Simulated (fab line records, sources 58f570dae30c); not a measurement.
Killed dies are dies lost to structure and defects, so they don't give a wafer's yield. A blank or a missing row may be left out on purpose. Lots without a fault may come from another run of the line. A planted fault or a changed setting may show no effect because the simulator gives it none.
Problem report in the 8D (eight disciplines) form, filled by code | flow berkeley_cmos170 | the parts of the form that need people (team, actions taken, sign-off) are left out

1. THE PROBLEM
M2_AL_RS at UCB170_M2_RS_MEAS_02 reads a mean of 0.02467 ohm/sq on 3 wafers of 2 lots; wafers without a fault read 0.03221 ohm/sq with a standard deviation of 0.00029. That is -26 standard deviations from the usual mean.
The step: measures by four-point-probe.
First seen on wafer L867.3, day 12 18:44, on film_metro-03. The record holds 42 wafers of 14 lots with a number at this step. Rule for "out", or "out of limits": more than 4 standard deviations from the usual mean. The other wafers with a number count as sound.

2. WHAT IT IS AND WHAT IT IS NOT
question                    | is                           | is not
which readings at this step | M2_AL_RS                     | -
which lots                  | L867, L869                   | L850, L852, L853, L854, L855, L856, L858, L859, L860, L861, L865, L870
which wafers of those lots  | L867.3, L867.6, L869.3       | L867.4, L869.2, L869.6
read on which gauges        | film_metro-01, film_metro-03 | film_metro-02
when                        | from day 12 18:44            | up to then (31 sound wafers); but 8 sound wafers of L865, L869, L870 came after

3. SUSPECTS, AND WHAT RULES EACH OUT
Counting: a tool at a process step up to the reading stays a suspect if it ran every lot that is out. Sound lots after the first of them don't rule it out here, since some wafers of a struck lot are sound.
- the gauge at UCB170_M2_RS_MEAS_02: ruled out. The wafers that are out were read on 2 gauges (film_metro-01, film_metro-03).
- pvd_sputter-01 at UCB170_M2_SPUTTER_01 (material Al, target thk 900 nm, time 120 s): kept. It ran every lot that is out, first L867 (day 12 18:36); its last sound lot up to then is L859 (day 11 06:22).
Left after counting: pvd_sputter-01 at UCB170_M2_SPUTTER_01.

4. THE CAUSE (what the simulator had put in)
Process parameter drift: pvd_sputter-01, from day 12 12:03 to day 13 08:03, at UCB170_M2_SPUTTER_01. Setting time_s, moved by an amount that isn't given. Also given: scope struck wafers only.
Counting left only this tool.

5. THE CHAIN OF EFFECTS, in route order
Each row: a reading whose mean over the struck wafers that have a number lies more than 3 standard deviations from the usual. Only readings for which the record gives a usual standard deviation are gone through. hours: the time from each lot's start at the first step in this table that gives one to its start at this step, as a median over the lots. sigmas: the change in usual standard deviations.
hours | step                    | reading              | usual          | on struck wafers | change   | sigmas
0     | UCB170_M2_RS_MEAS_02    | M2_AL_RS             | 0.03221 ohm/sq | 0.02467          | -0.00754 | -26
0     | UCB170_M2_THK_MEAS_03   | M2_AL_THK            | 884 nm         | 1143             | +259     | +26
3     | UCB170_M2_METAL_ETCH_18 | oes_product_au       | 0.854 a.u.     | 0.996            | +0.142   | +14
11    | UCB170_M3_PROBE_99      | defect_limited_yield | 98.9 %         | 14.3             | -84.6    | -99 or more
11    | UCB170_M3_PROBE_99      | killed_at_M0_to_M3   | 0.8            | 224.0            | +223.2   | +99 or more
11    | UCB170_M3_PROBE_99      | killed_dies          | 3              | 226              | +223     | +99 or more
11    | UCB170_M3_PROBE_99      | killed_on_rim        | 0.8            | 50.3             | +49.5    | +55
11    | UCB170_M3_PROBE_99      | sort_bin_5_function  | 0.7 %          | 85.2             | +84.5    | +99 or more
11    | UCB170_M3_PROBE_99      | sort_n_pass          | 261.0          | 37.7             | -223.3   | -99 or more
11    | UCB170_M3_PROBE_99      | sort_yield_pct       | 98.9 %         | 14.3             | -84.6    | -99 or more
The process steps in it:
- UCB170_M2_METAL_ETCH_18: etches Al in Cl2/BCl3, stops on SiO2, target depth 1170 nm, time 195 s.
- UCB170_M3_PROBE_99

6. WHAT WOULD HAVE CAUGHT IT SOONER
In this record the first reading out of limits at a measuring or inspecting step was taken at day 12 18:44, 7 hours after the fault began at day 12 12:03.
Of the tool readings at UCB170_M2_SPUTTER_01 for which the record gives a usual standard deviation, none was out on any struck wafer, so an alarm limit of 4 standard deviations on them would not have fired.
Of the lots that are out (2), L869 began UCB170_M2_SPUTTER_01 on pvd_sputter-01 after day 12 18:44. A hold on the tool at that time would have spared it.
